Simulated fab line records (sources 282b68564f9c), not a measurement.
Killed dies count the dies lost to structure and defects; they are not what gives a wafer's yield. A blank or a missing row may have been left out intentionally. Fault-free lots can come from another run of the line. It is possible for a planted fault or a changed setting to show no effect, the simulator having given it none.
fab line records	flow ritCmos
record lots=6	wafers=18	lastDay=7
route steps=202 shown ACTIVE@8 FOX1@20 M1@202
lots that met no fault: from a run of the same line without faults
startH: hours from the record's opening day to when the first of the lot's shown wafers began	waitH: hours elapsed since this lot's preceding step	" repeats the value in the row above	L1.1+2: one row covering several wafers at once	- value missing, or start not given	* or withheld: withheld	< > ~ a bound
route shown NAME@n: NAME is a module with steps in the file, n the number in the route of the first one	usual: mean/standard deviation taken from wafers without a fault	same: alike in all rows	chamber/n: place in a boat	sites: readings site by site	_std_site: how widely they spread, as a standard deviation	_edge_site: inner sites' mean taken away from outer sites' mean	radiusMm: how far each site lies from the wafer's centre	mask NAME#n: copy n	behind: the most recent tool/chamber to have shaped the wafer	hold: reason for holding the lot/hours on hold/outcome of the hold	device: names the non-switching transistor (n, p or np)	end of line: tests of these same wafers at the route's end	for a step that has no rows: nothing shown but its recipe	killed: dies that structure and defects cost at the first sort, which is not the same as the wafer's yield	map: shows each die of a wafer: x if killed, . if not, _ if none is there
set.NAME: the run value of the setting; set.NAME@STEP: its run value at that earlier step	model.NAME: the simulator's own value behind a step, which no gauge read
lots at some steps of the route; a table a step, a row a wafer
services: when a tool's chamber went out of use (startH, in hours from the record's first day, below 0 if earlier), for how many hours, and the reason
## steps
# step RIT_ACTIVE_SOFTBAKE_07
# recipe resist=NOVOLAK	tempC=90	timeS=60
# step RIT_ACTIVE_EXPOSE_08
# recipe maskId=M1	na=0.6	sourceShape=conventional	sigmaOuter=0.6	targetCdNm=1400	doseMj=225
# step RIT_ACTIVE_PEB_09
# recipe resist=NOVOLAK	tempC=withheld	timeS=withheld
# step RIT_ACTIVE_DEVELOP_10
# recipe resist=NOVOLAK	developTimeS=50	devTempC=23
# step RIT_ACTIVE_CD_MEAS_11
# recipe targetCdNm=1400
# usual cdNm=1400.0/2.1
lot.wafer	tool	chamber	startH	waitH	cdNm
L318.1	cdSem-02	-	56.17	-	1400.1
L318.4	"	-	"	"	1400.5
L318.5	"	-	"	"	1398.7
L325.2	cdSem-01	-	92.57	-	1401.5
L325.4	"	-	"	"	1401.5
L325.6	"	-	"	"	1401.5
L326.1	cdSem-01	-	95.95	-	1401.5
L326.2	"	-	"	"	1401.2
L326.3	"	-	"	"	1400.9
L328.1	cdSem-02	-	105.49	-	1400.5
L328.5	"	-	"	"	1401.1
L328.6	"	-	"	"	1399.9
L332.2	cdSem-01	-	125.68	-	1398.3
L332.5	"	-	"	"	1397.0
L332.6	"	-	"	"	1397.4
L333.1	cdSem-01	-	131.43	-	1396.7
L333.4	"	-	"	"	1397.8
L333.5	"	-	"	"	1396.7
# step RIT_ACTIVE_HARDBAKE_12
# recipe resist=NOVOLAK	tempC=140	timeS=60
# step RIT_ACTIVE_ETCH_13
# recipe stopOn=SiO2	chemistry=SF6	target=Si3N4	timeS=210	overEtchFrac=0.4	SF6_flow_sccm=200	pressureMtorr=260	rfW=125	targetDepthA=2100
# usual drypumpMotorCurrentA=5.8/0.42	oesProductAu=0.830/0.014	throttleValvePct=7.45/0.1
# same timeS=210
lot.wafer	tool	chamber	startH	waitH	drypumpMotorCurrentA	oesProductAu	rfHoursCounterH	throttleValvePct
L318.1	rieDiel-03	2	56.66	0.1	5.8	0.828	3	7.51
L318.4	"	1	"	"	5.5	0.819	115	7.48
L318.5	"	0	"	"	6.3	0.833	-	7.37
L325.2	rieDiel-03	1	92.85	0.1	5.6	0.811	115	7.50
L325.4	"	2	"	"	5.7	0.814	3	7.51
L325.6	"	1	"	"	5.5	0.815	-	7.48
L326.1	rieDiel-04	3	96.38	0.1	6.0	0.816	114	7.29
L326.2	"	2	"	"	5.6	0.839	105	7.54
L326.3	"	0	"	"	5.6	0.805	46	7.43
L328.1	rieDiel-03	1	105.76	0.1	5.6	0.831	115	7.51
L328.5	"	3	"	"	4.8	0.841	-	7.60
L328.6	"	1	"	"	5.6	0.838	-	7.47
L332.2	rieDiel-02	3	125.93	0.1	6.2	0.849	52	7.50
L332.5	"	0	"	"	6.1	0.856	-	7.57
L332.6	"	1	"	"	5.9	0.824	-	7.41
L333.1	rieDiel-02	1	131.70	0.1	5.9	0.813	114	7.44
L333.4	"	2	"	"	6.3	0.837	107	7.32
L333.5	"	2	"	"	6.3	0.841	-	7.32
# step RIT_ACTIVE_STRIP_14
# recipe chemistry=O2	timeS=180	resist=NOVOLAK	platenTempC=withheld	powerW=500	pressureMtorr=4000	o2FlowSccm=4000
# usual drypumpMotorCurrentA=5.77/0.23
# same timeS=180
lot.wafer	tool	chamber	startH	waitH	drypumpMotorCurrentA	rfHoursCounterH
L318.1	plasmaAsher-02	0	56.79	0.1	5.76	27
L318.4	"	1	"	"	6.05	-
L318.5	"	1	"	"	6.02	-
L325.2	plasmaAsher-01	1	92.98	0.1	6.06	42
L325.4	"	0	"	"	5.74	-
L325.6	"	1	"	"	6.08	-
L326.1	plasmaAsher-01	1	96.51	0.1	6.11	43
L326.2	"	0	"	"	5.73	43
L326.3	"	0	"	"	5.75	-
L328.1	plasmaAsher-01	1	105.89	0.1	6.09	44
L328.5	"	0	"	"	5.74	-
L328.6	"	1	"	"	6.07	-
L332.2	plasmaAsher-02	1	126.07	0.1	6.02	34
L332.5	"	1	"	"	6.04	-
L332.6	"	0	"	"	5.76	-
L333.1	plasmaAsher-03	0	131.84	0.1	5.41	2
L333.4	"	0	"	"	5.38	-
L333.5	"	0	"	"	5.42	-
# step RIT_ACTIVE_CD_MEAS_90
# recipe targetCdNm=1400
# usual cdNm=1400.0/2.2
lot.wafer	tool	chamber	startH	waitH	cdNm
L318.1	cdSem-02	-	56.97	0.1	1400.1
L318.4	"	-	"	"	1400.5
L318.5	"	-	"	"	1398.5
L325.2	cdSem-01	-	93.18	0.1	1401.6
L325.4	"	-	"	"	1401.9
L325.6	"	-	"	"	1401.3
L326.1	cdSem-01	-	96.68	0.1	1401.7
L326.2	"	-	"	"	1401.5
L326.3	"	-	"	"	1401.1
L328.1	cdSem-02	-	106.07	0.1	1400.2
L328.5	"	-	"	"	1401.3
L328.6	"	-	"	"	1399.9
L332.2	cdSem-01	-	126.26	0.1	1398.1
L332.5	"	-	"	"	1396.9
L332.6	"	-	"	"	1397.1
L333.1	cdSem-01	-	132.01	0.1	1396.7
L333.4	"	-	"	"	1397.8
L333.5	"	-	"	"	1396.3
# step RIT_ACTIVE_CLEAN_15
# recipe chemistry=SC1	mix=3:3:50	timeS=600	tempC=75
# step RIT_ACTIVE_CLEAN_16
# recipe chemistry=dHF	dilution=50:1	timeS=30
# step RIT_ACTIVE_CLEAN_17
# recipe chemistry=SC2	mix=3:3:50	timeS=600	tempC=75	dry=n2Spin
# step RIT_FOX1_OXIDATION_00
# recipe tempC=1100	ambient=H2O	targetThkA=3507	pH2oTorr=720	oxTimeS=1130
# usual spikeTcCentreC=1103.5/1.2	spikeTcLoadC=1128.2/1.8	spikeTcSourceC=1124.0/2.8	tubeCenterTempC=1100/0.098	tube_center_temp_C_max=1102.8/0.42
lot.wafer	tool	chamber	startH	waitH	spikeTcCentreC	spikeTcLoadC	spikeTcSourceC	tubeCenterTempC	tube_center_temp_C_max	model.SiO2_of_FOX1_OXIDATION_00.thkNm
L318.1	furnace-03	0	57.57	0.1	1102.8	1128.2	1120.0	1100.1	1103.4	353.1
L318.4	"	0	"	"	1104.1	1128.3	1120.6	1100	1103.0	354.8
L318.5	"	0	"	"	1103.9	1129.9	1120.6	1100.1	1102.9	355.1
L325.2	furnace-04	0	93.65	0.0	1103.5	1128.9	1127.4	1099.9	1102.3	362.9
L325.4	"	0	"	"	1104.2	1126.7	1128.3	1100	1102.8	363.4
L325.6	"	0	"	"	1104.5	1127.9	1127.6	1100	1102.5	357.2
L326.1	furnace-04	0	97.30	0.1	1127.4	1150.3	1151.5	1125	1128.6	386.2
L326.2	"	0	"	"	1131.2	1153.3	1152.8	1125	1127.5	392.3
L326.3	"	0	"	"	1130.3	1153.5	1153.9	1125.2	1127.9	381
L328.1	furnace-04	0	107.58	1.0	1130.3	1152.7	1152.7	1125	1127.8	397.7
L328.5	"	0	"	"	1129.6	1151.4	1151.9	1125	1127.7	400.4
L328.6	"	0	"	"	1129.3	1154.4	1154.0	1124.9	1127.4	403.3
L332.2	furnace-03	0	127.53	0.8	1103.1	1130.5	1121.1	1100.1	1103.6	362.6
L332.5	"	0	"	"	1103.1	1129.3	1121.6	1100.1	1103.2	361.4
L332.6	"	0	"	"	1103.5	1131.3	1119.4	1100	1102.8	360.9
L333.1	furnace-03	0	134.21	1.7	1103.2	1127.8	1120.7	1100	1103.3	354.8
L333.4	"	0	"	"	1103.0	1129.9	1121.0	1100	1103.3	357.6
L333.5	"	0	"	"	1100.7	1130.2	1122.5	1099.9	1102.5	352.8
# step RIT_FOX1_THK_MEAS_01
# recipe reads=SiO2_of_FOX1_OXIDATION_00
# usual FOX1_OXIDE_THK=354/7
lot.wafer	tool	chamber	startH	waitH	FOX1_OXIDE_THK[nm]
L318.1	filmMetro-04	-	58.89	0.0	353
L318.4	"	-	"	"	355
L318.5	"	-	"	"	355
L325.2	filmMetro-02	-	94.97	0.0	363
L325.4	"	-	"	"	363
L325.6	"	-	"	"	357
L326.1	filmMetro-04	-	98.62	0.0	386
L326.2	"	-	"	"	392
L326.3	"	-	"	"	381
L328.1	filmMetro-04	-	108.90	0.0	398
L328.5	"	-	"	"	400
L328.6	"	-	"	"	403
L332.2	filmMetro-01	-	128.85	0.0	363
L332.5	"	-	"	"	361
L332.6	"	-	"	"	361
L333.1	filmMetro-01	-	135.52	0.0	355
L333.4	"	-	"	"	358
L333.5	"	-	"	"	353
# step RIT_FOX1_WET_ETCH_02
# recipe chemistry=BOE	targetDepthNm=350	timeS=390	tempC=21.5	dry=n2Spin	dilution=10:1	target=SiO2
# step RIT_M1_PROBE_99
# usual killedAtContacts=0.1/0.37	killedAtFrontEnd=6.9/2.9	killedDies=7.1/2.9	killedOpen=3.3/1.8	killedShort=3.6/2.2
# same grossDies=264	killed_at_M0_to_M3=0	killed_at_M4_up=0	killedAtBackSide=0	killedAtOther=0
lot.wafer	tool	chamber	startH	waitH	killedAtContacts	killedAtFrontEnd	killedDies	killedOpen	killedShort	model.etest.pldd.widthNm	model.etest.nldd.widthNm	model.etest.nplusSal.widthNm	model.etest.pplusSal.widthNm	model.etest.polyCombOverSteps.leakLog10AUm
L318.1	prober-01	-	106.96	0.1	0	4	4	3	1	3186	3183	3428	3428	-12.83
L318.4	prober-01	-	107.11	0.2	0	7	7	4	3	3170	3164	3458	3429	-12.82
L318.5	prober-01	-	107.16	0.2	1	12	13	7	6	3194	3172	3441	3461	-12.86
L325.2	prober-02	-	138.89	0.1	0	10	10	4	6	3164	3170	3438	3437	-12.86
L325.4	prober-02	-	138.99	0.2	0	6	6	2	4	3148	3161	3436	3440	-12.76
L325.6	prober-02	-	139.09	0.2	0	5	5	3	2	3159	3166	3444	3442	-12.79
L326.1	prober-01	-	142.69	0.1	0	3	3	2	1	3165	3152	3438	3420	-12.88
L326.2	prober-01	-	142.74	0.1	0	8	8	5	3	3154	3167	3421	3418	-12.45
L326.3	prober-01	-	142.79	0.2	0	6	6	3	3	3155	3152	3433	3426	-12.89
L328.1	prober-01	-	156.66	0.1	0	5	5	2	3	3129	3138	3408	3382	-12.82
L328.5	prober-01	-	156.86	0.2	0	15	15	7	8	3135	3123	3388	3386	-12.6
L328.6	prober-01	-	156.91	0.2	2	8	10	3	5	3117	3127	3399	3402	-12.77
L332.2	prober-01	-	174.23	0.1	0	9	9	7	2	3186	3154	3451	3464	-12.79
L332.5	prober-01	-	174.38	0.2	0	9	9	4	5	3158	3155	3425	3431	-12.73
L332.6	prober-01	-	174.43	0.2	0	7	7	2	5	3172	3164	3437	3431	-12.91
L333.1	prober-02	-	179.76	0.1	0	9	9	7	2	3172	3173	3433	3431	-12.88
L333.4	prober-02	-	179.91	0.2	0	5	5	4	1	3166	3158	3432	3433	-12.88
L333.5	prober-02	-	179.96	0.2	0	9	9	3	6	3173	3187	3458	3461	-12.86
# killed by level:class
L318.1 GATE:geometricParticle:open=2 GATE:geometricParticle:short=1 SILICIDE:geometricParticle:open=1
L318.4 SPACER:geometricParticle:short=2 ACTIVE:geometricParticle:short=1 FOX1:geometricParticle:open=1 GATE:geometricParticle:open=1 REOX:geometricParticle:open=1 SPACER:geometricParticle:open=1
L318.5 GATE:geometricParticle:open=5 GATE:geometricParticle:short=4 SPACER:geometricParticle:short=1 SPACER:geometricParticle:open=1 SILICIDE:geometricParticle:short=1 CONTACT:geometricParticle:open=1
L325.2 FOX1:geometricParticle:short=3 GATE:geometricParticle:short=2 FOX1:geometricParticle:open=1 GATE:geometricParticle:open=1 REOX:geometricParticle:open=1 REOX:geometricParticle:short=1 SILICIDE:geometricParticle:open=1
L325.4 SILICIDE:geometricParticle:short=2 FOX1:geometricParticle:open=1 FOX1:geometricParticle:short=1 GATE:geometricParticle:short=1 REOX:geometricParticle:open=1
L325.6 FOX1:geometricParticle:open=2 GATE:geometricParticle:short=1 GATE:geometricParticle:open=1 REOX:geometricParticle:short=1
L326.1 FOX1:geometricParticle:short=1 FOX1:geometricParticle:open=1 SILICIDE:geometricParticle:open=1
L326.2 GATE:geometricParticle:open=4 SPACER:geometricParticle:short=2 REOX:geometricParticle:open=1 SILICIDE:geometricParticle:short=1
L326.3 GATE:geometricParticle:short=2 FOX1:geometricParticle:open=1 GATE:geometricParticle:open=1 REOX:geometricParticle:short=1 SPACER:geometricParticle:open=1
L328.1 GATE:geometricParticle:short=2 FOX2:geometricParticle:open=1 FOX2:geometricParticle:short=1 GATE:geometricParticle:open=1
L328.5 REOX:geometricParticle:open=3 GATE:geometricParticle:open=2 GATE:geometricParticle:short=2 REOX:geometricParticle:short=2 SILICIDE:geometricParticle:open=2 SILICIDE:geometricParticle:short=2 FOX1:geometricParticle:short=1 FOX2:geometricParticle:short=1
L328.6 FOX1:geometricParticle:open=2 SILICIDE:geometricParticle:short=2 CONTACT:coatMicrobubblePrinted=2 FOX1:geometricParticle:short=1 FOX2:geometricParticle:short=1 GATE:geometricParticle:open=1 SPACER:geometricParticle:short=1
L332.2 GATE:geometricParticle:open=3 REOX:geometricParticle:open=2 FOX1:geometricParticle:open=1 FOX2:geometricParticle:short=1 GATE:geometricParticle:short=1 SILICIDE:geometricParticle:open=1
L332.5 FOX1:geometricParticle:short=3 REOX:geometricParticle:open=2 FOX1:geometricParticle:open=1 GATE:geometricParticle:short=1 REOX:geometricParticle:short=1 SPACER:geometricParticle:open=1
L332.6 FOX1:geometricParticle:short=1 GATE:geometricParticle:open=1 GATE:geometricParticle:short=1 SPACER:geometricParticle:short=1 SILICIDE:geometricParticle:short=1 SILICIDE:geometricParticle:open=1 STARTING-WAFER:geometricParticle:short=1
L333.1 FOX1:geometricParticle:open=2 GATE:geometricParticle:open=2 REOX:geometricParticle:open=2 FOX1:geometricParticle:short=1 FOX2:geometricParticle:open=1 SPACER:geometricParticle:short=1
L333.4 GATE:geometricParticle:open=4 GATE:geometricParticle:short=1
L333.5 GATE:geometricParticle:short=4 REOX:geometricParticle:short=2 REOX:geometricParticle:open=2 GATE:geometricParticle:open=1
## services
tool	chamber	startH	hours	kind
plasmaAsher-02	-	58.08	9.8	repair
furnace-03	-	65.29	9.2	pm
plasmaAsher-02	-	67.84	9.9	pm
rieDiel-02	2	71.91	6.0	repair
rieDiel-03	0	101.25	13.4	repair
plasmaAsher-03	-	108.75	9.0	pm
plasmaAsher-03	0	108.75	9.0	ventCycle
plasmaAsher-03	1	108.75	9.0	ventCycle
plasmaAsher-03	0	117.75	-	clean
plasmaAsher-03	1	117.75	-	clean
rieDiel-02	2	119.83	2.5	repair
## key
firstSign step=RIT_FOX1_OXIDATION_00	reading=tubeCenterTempC	direction=up	sigmas=99+	usual=*	struck=*
effect step=RIT_FOX1_OXIDATION_00	reading=tube_center_temp_C_max	direction=up	sigmas=59	usual=*	struck=*
effect step=RIT_FOX1_THK_MEAS_01	reading=FOX1_OXIDE_THK	direction=up	sigmas=5.7	usual=354	struck=393
modelEffect step=RIT_FOX1_OXIDATION_00	value=SiO2_of_FOX1_OXIDATION_00.thkNm	without=354.7	struck=393.5
modelEffect step=RIT_M1_PROBE_99	value=etest.pldd.widthNm	without=3187	struck=3142
metAt RIT_FOX1_OXIDATION_00
struckWafers L326.1,L326.2,L326.3,L328.1,L328.5,L328.6
testerLeftOut L326,L328
onsetBetween 93.65 97.30
fault kind=processParameterDrift	tool=furnace-04	chamber=-	onsetH=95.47	steps=RIT_FOX1_OXIDATION_00	channel=tempC	offset=*	shape=step	endH=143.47	actsIn=*	stated=*
# testerLeftOut: of these lots the tester's yield and bins aren't shown, on N5 and GAA mostly nor the transistor test; their killed dies are dies lost to structure and defects alone, not to doping, threshold or leakage, so they don't give the yield
